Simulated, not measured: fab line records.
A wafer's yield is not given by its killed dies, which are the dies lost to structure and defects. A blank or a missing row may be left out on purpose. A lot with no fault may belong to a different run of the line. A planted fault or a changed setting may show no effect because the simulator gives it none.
Split-lot study || flow berkeley_cmos170 || 23 wafers read across 5 lots, on a route 331 steps long

## ABOUT THE SPLIT
At UCB170_NLDD_COAT_01 (resist thk 900 nm), the setting resist_thk_nm was moved away from the recipe's 900 nm on 8 of the 23 wafers read, by +1.6% to +3.6%. For the rest of the wafers, this setting stayed at what the recipe calls for.

Reading taken at the split's own step.

## THE READING
KrF_of_NLDD_COAT_01.thk_nm (the simulator's own value, which no gauge read), in nm, at UCB170_NLDD_COAT_01 (resist thk 900 nm). The file gives no usual value for it. Here, 15 wafers ran the recipe; their average is 901.5 nm with a standard deviation of 2.3 nm.

{"wafer": "L075.1", "tool, chamber at the split": "litho_track-04, 0", "resist_thk_nm as run, nm": 900, "against the recipe": "recipe", "KrF_of_NLDD_COAT_01.thk_nm, nm": 903.4, "against lot-mates on the recipe": "-"}
{"wafer": "L075.2", "tool, chamber at the split": "litho_track-04, 0", "resist_thk_nm as run, nm": 900, "against the recipe": "recipe", "KrF_of_NLDD_COAT_01.thk_nm, nm": 904.5, "against lot-mates on the recipe": "-"}
{"wafer": "L075.3", "tool, chamber at the split": "litho_track-04, 0", "resist_thk_nm as run, nm": 900, "against the recipe": "recipe", "KrF_of_NLDD_COAT_01.thk_nm, nm": 905, "against lot-mates on the recipe": "-"}
{"wafer": "L075.5", "tool, chamber at the split": "litho_track-04, 0", "resist_thk_nm as run, nm": 900, "against the recipe": "recipe", "KrF_of_NLDD_COAT_01.thk_nm, nm": 903.3, "against lot-mates on the recipe": "-"}
{"wafer": "L075.6", "tool, chamber at the split": "litho_track-04, 0", "resist_thk_nm as run, nm": 900, "against the recipe": "recipe", "KrF_of_NLDD_COAT_01.thk_nm, nm": 904.3, "against lot-mates on the recipe": "-"}
{"wafer": "L081.2", "tool, chamber at the split": "litho_track-03, 0", "resist_thk_nm as run, nm": 929.6, "against the recipe": "+3.3%", "KrF_of_NLDD_COAT_01.thk_nm, nm": 930.3, "against lot-mates on the recipe": "+29.5"}
{"wafer": "L081.6", "tool, chamber at the split": "litho_track-03, 0", "resist_thk_nm as run, nm": 929.6, "against the recipe": "+3.3%", "KrF_of_NLDD_COAT_01.thk_nm, nm": 930.3, "against lot-mates on the recipe": "+29.5"}
{"wafer": "L081.3", "tool, chamber at the split": "litho_track-03, 0", "resist_thk_nm as run, nm": 900, "against the recipe": "recipe", "KrF_of_NLDD_COAT_01.thk_nm, nm": 900.6, "against lot-mates on the recipe": "-"}
{"wafer": "L081.4", "tool, chamber at the split": "litho_track-03, 0", "resist_thk_nm as run, nm": 900, "against the recipe": "recipe", "KrF_of_NLDD_COAT_01.thk_nm, nm": 901, "against lot-mates on the recipe": "-"}
{"wafer": "L081.5", "tool, chamber at the split": "litho_track-03, 0", "resist_thk_nm as run, nm": 929.6, "against the recipe": "+3.3%", "KrF_of_NLDD_COAT_01.thk_nm, nm": 928.3, "against lot-mates on the recipe": "+27.5"}
{"wafer": "L084.1", "tool, chamber at the split": "litho_track-04, 0", "resist_thk_nm as run, nm": 900, "against the recipe": "recipe", "KrF_of_NLDD_COAT_01.thk_nm, nm": 899.2, "against lot-mates on the recipe": "-"}
{"wafer": "L084.3", "tool, chamber at the split": "litho_track-04, 0", "resist_thk_nm as run, nm": 900, "against the recipe": "recipe", "KrF_of_NLDD_COAT_01.thk_nm, nm": 897.4, "against lot-mates on the recipe": "-"}
{"wafer": "L084.4", "tool, chamber at the split": "litho_track-04, 0", "resist_thk_nm as run, nm": 932.8, "against the recipe": "+3.6%", "KrF_of_NLDD_COAT_01.thk_nm, nm": 931.5, "against lot-mates on the recipe": "+33.3"}
{"wafer": "L084.5", "tool, chamber at the split": "litho_track-04, 0", "resist_thk_nm as run, nm": 900, "against the recipe": "recipe", "KrF_of_NLDD_COAT_01.thk_nm, nm": 897.9, "against lot-mates on the recipe": "-"}
{"wafer": "L084.6", "tool, chamber at the split": "litho_track-04, 0", "resist_thk_nm as run, nm": 932.8, "against the recipe": "+3.6%", "KrF_of_NLDD_COAT_01.thk_nm, nm": 930, "against lot-mates on the recipe": "+31.8"}
{"wafer": "L083.4", "tool, chamber at the split": "litho_track-03, 0", "resist_thk_nm as run, nm": 900, "against the recipe": "recipe", "KrF_of_NLDD_COAT_01.thk_nm, nm": 901.7, "against lot-mates on the recipe": "-"}
{"wafer": "L083.5", "tool, chamber at the split": "litho_track-03, 0", "resist_thk_nm as run, nm": 900, "against the recipe": "recipe", "KrF_of_NLDD_COAT_01.thk_nm, nm": 902.8, "against lot-mates on the recipe": "-"}
{"wafer": "L083.6", "tool, chamber at the split": "litho_track-03, 0", "resist_thk_nm as run, nm": 900, "against the recipe": "recipe", "KrF_of_NLDD_COAT_01.thk_nm, nm": 901.5, "against lot-mates on the recipe": "-"}
{"wafer": "L085.1", "tool, chamber at the split": "litho_track-03, 0", "resist_thk_nm as run, nm": 914.3, "against the recipe": "+1.6%", "KrF_of_NLDD_COAT_01.thk_nm, nm": 912.9, "against lot-mates on the recipe": "+13.3"}
{"wafer": "L085.2", "tool, chamber at the split": "litho_track-03, 0", "resist_thk_nm as run, nm": 900, "against the recipe": "recipe", "KrF_of_NLDD_COAT_01.thk_nm, nm": 899.5, "against lot-mates on the recipe": "-"}
{"wafer": "L085.3", "tool, chamber at the split": "litho_track-03, 0", "resist_thk_nm as run, nm": 914.3, "against the recipe": "+1.6%", "KrF_of_NLDD_COAT_01.thk_nm, nm": 916, "against lot-mates on the recipe": "+16.4"}
{"wafer": "L085.5", "tool, chamber at the split": "litho_track-03, 0", "resist_thk_nm as run, nm": 914.3, "against the recipe": "+1.6%", "KrF_of_NLDD_COAT_01.thk_nm, nm": 916.1, "against lot-mates on the recipe": "+16.5"}
{"wafer": "L085.6", "tool, chamber at the split": "litho_track-03, 0", "resist_thk_nm as run, nm": 900, "against the recipe": "recipe", "KrF_of_NLDD_COAT_01.thk_nm, nm": 899.7, "against lot-mates on the recipe": "-"}

THE FIT
A straight line over all 23 wafers: KrF_of_NLDD_COAT_01.thk_nm changes by +8.34 nm for each +1% of resist_thk_nm; r = +0.99; the points scatter about the line by 2.1 nm.
The same after taking each lot's own level away (the mean of its wafers on the recipe; 23 wafers): +8.9 nm for each +1%; r = +1.00; scatter 0.99 nm.
Per that fit: largest resist_thk_nm move, reading shift of 32 nm.
From 898.17 to 904.10 nm: that is the span of the lots' own levels, equal to 2.6 times the standard deviation above.
So the lot-to-lot level changes the slope little: the two slopes agree.
Check: for one of the wafers moved furthest among these (+3.6%), held out of the fit, the line's prediction against its lot-mates is +32.4 nm. It came out at +33.3 nm against them.

## ADDITIONAL SPLITS CARRIED BY THESE WAFERS
Before the reading, these wafers also passed through other splits. Each is held against what the fit with the lots' levels taken away leaves over:
{"other split on the same wafers": "UCB170_NVT_IMPLANT_07 energy_kev", "wafers away from the commonest value": 11, "r with KrF_of_NLDD_COAT_01.thk_nm (lot level and that fit taken away)": -0.08}
{"other split on the same wafers": "UCB170_GATE_CVD_04 pressure_mtorr", "wafers away from the commonest value": 10, "r with KrF_of_NLDD_COAT_01.thk_nm (lot level and that fit taken away)": -0.20}
{"other split on the same wafers": "UCB170_GATE_ETCH_14 bias_w", "wafers away from the commonest value": 8, "r with KrF_of_NLDD_COAT_01.thk_nm (lot level and that fit taken away)": "+0.08"}

## THE WHOLE CHAIN: every reading that the file lists as answering this split, in the file's order
{"step": "UCB170_NLDD_COAT_01", "what it does": "resist thk 900 nm", "reading": "KrF_of_NLDD_COAT_01.thk_nm (the simulator's own value, which no gauge read)", "change (the file's fit)": "+8.95 nm for each +1% of the setting", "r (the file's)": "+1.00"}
{"step": "UCB170_NLDD_STRIP_10", "what it does": "strips in O2", "reading": "strip_time_to_endpoint_s", "change (the file's fit)": "withheld for each +1% of the setting", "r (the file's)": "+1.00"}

## FILE'S OWN FIT
KrF_of_NLDD_COAT_01.thk_nm changes by +8.95 nm for each +1% of resist_thk_nm, r = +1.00.
